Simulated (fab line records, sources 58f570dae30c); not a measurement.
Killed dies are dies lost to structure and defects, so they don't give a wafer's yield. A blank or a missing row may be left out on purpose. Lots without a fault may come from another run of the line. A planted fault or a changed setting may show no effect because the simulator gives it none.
One fault seen from 2 desks | flow berkeley_cmos170 | each desk has only its own numbers; what lay behind them comes last

THE TOOL OWNER'S DESK: litho_track-02
The tool's own readings at UCB170_M1_PEB_07: means of the sampled wafers that have a number, for each lot that ran on this tool. A lot is out of limits, marked OUT, if its mean lies more than 4 standard deviations from the usual mean; the brackets give that distance.
Columns: A = exhaust_pa at UCB170_M1_PEB_07, usual 45.1 Pa; B = heater_power_total_W at UCB170_M1_PEB_07, usual 56.79 W; C = plate_temp_C at UCB170_M1_PEB_07, usual 130.00 C
lot  | first seen here | A    | B                       | C
L893 | day 7 20:56     | 45.9 | 56.78                   | 130.02
L897 | day 8 11:14     | 44.2 | 56.76                   | 130.24
L896 | day 8 12:13     | 44.7 | 56.82                   | 130.00
L899 | day 9 00:25     | 46.3 | 56.75                   | 129.78
L904 | day 9 10:57     | 45.0 | 64.99 (+99 or more) OUT | 144.13 (+94) OUT
L902 | day 9 11:28     | 44.2 | 64.97 (+99 or more) OUT | 144.10 (+94) OUT
This desk's finding: out of limits on L902, L904; first on L904, day 9 10:57 (heater_power_total_W at UCB170_M1_PEB_07). In limits: L893, L897, L896, L899.

THE METROLOGY DESK
What the gauges read, lot by lot, whatever tool the lot ran on: means of the sampled wafers that have a number. A lot is out of limits, marked OUT, if its mean lies more than 4 standard deviations from the usual mean; the brackets give that distance.
Columns: A = PSD_TW at UCB170_PSD_TW_MEAS_10, usual 2344; B = cd_nm at UCB170_M1_CD_MEAS_09, usual 700.4 nm; C = cd_nm at UCB170_M1_CD_MEAS_90, usual 698.3 nm
lot  | first seen here | A    | B               | C
L893 | day 7 03:43     | 2358 | 701.4           | 698.5
L895 | day 7 16:01     | 2347 | 698.9           | 697.7
L894 | day 7 16:34     | 2341 | 699.5           | 697.7
L897 | day 7 23:48     | 2346 | 700.0           | 698.1
L896 | day 8 00:02     | 2363 | 700.1           | 698.7
L901 | day 8 08:40     | 2363 | 699.8           | 697.4
L899 | day 8 08:48     | 2329 | 701.3           | 699.6
L898 | day 8 08:58     | 2347 | 699.2           | 696.4
L902 | day 8 22:19     | 2372 | 645.1 (-46) OUT | 643.0 (-26) OUT
L904 | day 8 22:27     | 2326 | 645.2 (-46) OUT | 641.8 (-27) OUT
L905 | day 9 22:47     | 2351 | 700.3           | 699.5
L910 | day 10 13:43    | 2305 | 702.3           | 699.2
L913 | day 10 14:29    | 2370 | 699.9           | 696.2
L915 | day 11 10:43    | 2383 | 701.8           | 698.9
This desk's finding: out of limits on L902, L904; first on L904, day 9 11:13 (cd_nm at UCB170_M1_CD_MEAS_09). In limits: L893, L895, L894, L897, L896, L901, L899, L898, L905, L910, L913, L915.

PUT TOGETHER
The tool owner's desk could have raised an alarm at day 9 10:57, on L902, L904.
The metrology desk could have raised an alarm at day 9 11:13, on L902, L904.
Of the lots named, all ran UCB170_M1_PEB_07 on litho_track-02.

WHAT THE SIMULATOR HAD PUT IN
Process parameter drift: litho_track-02, from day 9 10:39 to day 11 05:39, at UCB170_M1_PEB_07. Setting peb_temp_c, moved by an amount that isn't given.
Lots struck among those shown: L902, L904.
Hours from the fault's start to each desk's first reading out of limits: the tool owner's desk, 0; the metrology desk, 1.
